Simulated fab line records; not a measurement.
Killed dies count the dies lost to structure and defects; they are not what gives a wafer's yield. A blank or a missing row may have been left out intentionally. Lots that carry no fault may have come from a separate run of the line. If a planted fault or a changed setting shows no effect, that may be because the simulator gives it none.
Shared-tool check + flow berkeley_cmos170 + 39 wafers sampled across 13 lots

## WHY THIS WAS OPENED
Flagged at UCB170_M1_CD_MEAS_09: reading cd_nm, on 1 of 13 lots. No-fault wafers: 700.4 nm, standard deviation 1.6.
Rule: a lot is flagged when every wafer of it that has a number lies more than 4 standard deviations from that mean, or none has a number. The rest of the lots are taken to be sound.

| lot  | measured     | on        | cd_nm (nm), wafer by wafer | flag    |
|------|--------------|-----------|----------------------------|---------|
| L124 | day 7 08:24  | cd_sem-01 | 700.7 700.7 700.9          |         |
| L123 | day 7 08:43  | cd_sem-01 | 700.3 699.0 699.4          |         |
| L125 | day 8 00:59  | cd_sem-01 | 698.8 699.0 698.5          |         |
| L126 | day 8 01:57  | cd_sem-02 | 702.7 701.5 702.0          |         |
| L128 | day 8 19:15  | cd_sem-02 | 697.8 699.6 698.2          |         |
| L129 | day 8 20:22  | cd_sem-01 | 698.4 697.7 698.3          |         |
| L130 | day 9 05:29  | cd_sem-01 | 697.9 699.2 698.8          |         |
| L134 | day 9 17:29  | cd_sem-02 | 709.8 709.6 710.9          | FLAGGED |
| L135 | day 10 13:57 | cd_sem-02 | 696.0 696.8 697.4          |         |
| L139 | day 11 00:57 | cd_sem-01 | 698.6 700.1 700.0          |         |
| L142 | day 11 19:47 | cd_sem-01 | 699.9 701.2 699.1          |         |
| L141 | day 11 20:36 | cd_sem-02 | 701.0 700.5 702.3          |         |
| L143 | day 12 05:10 | cd_sem-02 | 701.8 703.0 701.8          |         |
The numbers of the flagged lots are 710.1 nm on average: +9.7 nm against the usual, or +6 standard deviations.

## TOOL THAT RAN EACH LOT
The record holds 2 process steps before the reading, out of a route of 331 steps. Cell contents, in order: the tool; ch with the chambers the sampled wafers went through; the start.
| lot  | flag    | UCB170_NVT_STRIP_08                  | UCB170_M1_EXPOSE_06               |
|------|---------|--------------------------------------|-----------------------------------|
| L124 |         | plasma_asher-04 ch 0, day 5 21:42    | krf_scanner-01 ch 0, day 7 07:48  |
| L123 |         | plasma_asher-01 ch 0,1, day 5 20:53  | krf_scanner-02 ch 0, day 7 08:19  |
| L125 |         | plasma_asher-01 ch 1, day 6 07:25    | krf_scanner-02 ch 0, day 8 00:13  |
| L126 |         | plasma_asher-04 ch 1, day 6 13:22    | krf_scanner-02 ch 0, day 8 01:34  |
| L128 |         | plasma_asher-02 ch 0,1, day 7 08:44  | krf_scanner-02 ch 0, day 8 18:32  |
| L129 |         | plasma_asher-04 ch 0,1, day 7 09:02  | krf_scanner-01 ch 0, day 8 19:40  |
| L130 |         | plasma_asher-02 ch 0,1, day 7 17:10  | krf_scanner-01 ch 0, day 9 05:06  |
| L134 | FLAGGED | plasma_asher-02 ch 0,1, day 8 03:18  | krf_scanner-02 ch 0, day 9 17:06  |
| L135 |         | plasma_asher-04 ch 0,1, day 8 20:43  | krf_scanner-01 ch 0, day 10 13:33 |
| L139 |         | plasma_asher-02 ch 0,1, day 9 07:53  | krf_scanner-01 ch 0, day 11 00:34 |
| L142 |         | plasma_asher-01 ch 0,1, day 10 07:13 | krf_scanner-01 ch 0, day 11 18:30 |
| L141 |         | plasma_asher-02 ch 0,1, day 10 06:59 | krf_scanner-01 ch 0, day 11 20:00 |
| L143 |         | plasma_asher-01 ch 0,1, day 10 16:49 | krf_scanner-01 ch 0, day 12 04:36 |
What is done by these steps:
- UCB170_NVT_STRIP_08: strips in O2.
- UCB170_M1_EXPOSE_06: exposes mask METAL1, target cd 700 nm.
- UCB170_M1_CD_MEAS_09: target cd 700 nm.

## FLAGGED AGAINST TOTAL, ONE TOOL AT A TIME (gauges that did the reading follow at the end)
| step                 | tool            | lots run | flagged | share of the flagged lots | sound lots run after its first flagged lot |
|----------------------|-----------------|----------|---------|---------------------------|--------------------------------------------|
| UCB170_NVT_STRIP_08  | plasma_asher-01 | 4        | 0       | none                      | -                                          |
| UCB170_NVT_STRIP_08  | plasma_asher-02 | 5        | 1       | all                       | 2 (L139,L141)                              |
| UCB170_NVT_STRIP_08  | plasma_asher-04 | 4        | 0       | none                      | -                                          |
| UCB170_M1_EXPOSE_06  | krf_scanner-01  | 8        | 0       | none                      | -                                          |
| UCB170_M1_EXPOSE_06  | krf_scanner-02  | 5        | 1       | all                       | 0                                          |
| UCB170_M1_CD_MEAS_09 | cd_sem-01       | 7        | 0       | none                      | -                                          |
| UCB170_M1_CD_MEAS_09 | cd_sem-02       | 6        | 1       | all                       | 3 (L135,L141,L143)                         |

## WHAT IS ALLOWED BY THE TABLE
Rows of the table that ran every flagged lot, 3 in all: plasma_asher-02 at UCB170_NVT_STRIP_08, krf_scanner-02 at UCB170_M1_EXPOSE_06, cd_sem-02 at UCB170_M1_CD_MEAS_09.
- plasma_asher-02 at UCB170_NVT_STRIP_08 ran 5 lots, 1 of them flagged. Sound lots followed the first flagged one (L139, L141) on it, something a lasting fault affecting the whole tool could not allow.
- krf_scanner-02 at UCB170_M1_EXPOSE_06 ran 5 lots, 1 of them flagged. It ran its last sound lot, L128, at day 8 18:32 and its first flagged lot, L134, at day 9 17:06: a fault with its onset between the two fits. Its own readings lie more than 4 standard deviations out on every wafer of the flagged lots: exposure_dose_mJ_cm2.
- cd_sem-02 at UCB170_M1_CD_MEAS_09 ran 6 lots, 1 of them flagged. Sound lots followed the first flagged one (L135, L141, L143) on it, something a lasting fault affecting the whole tool could not allow.
What remains is a single tool, krf_scanner-02 at UCB170_M1_EXPOSE_06.

## WHAT THE SIMULATOR HAD PUT IN
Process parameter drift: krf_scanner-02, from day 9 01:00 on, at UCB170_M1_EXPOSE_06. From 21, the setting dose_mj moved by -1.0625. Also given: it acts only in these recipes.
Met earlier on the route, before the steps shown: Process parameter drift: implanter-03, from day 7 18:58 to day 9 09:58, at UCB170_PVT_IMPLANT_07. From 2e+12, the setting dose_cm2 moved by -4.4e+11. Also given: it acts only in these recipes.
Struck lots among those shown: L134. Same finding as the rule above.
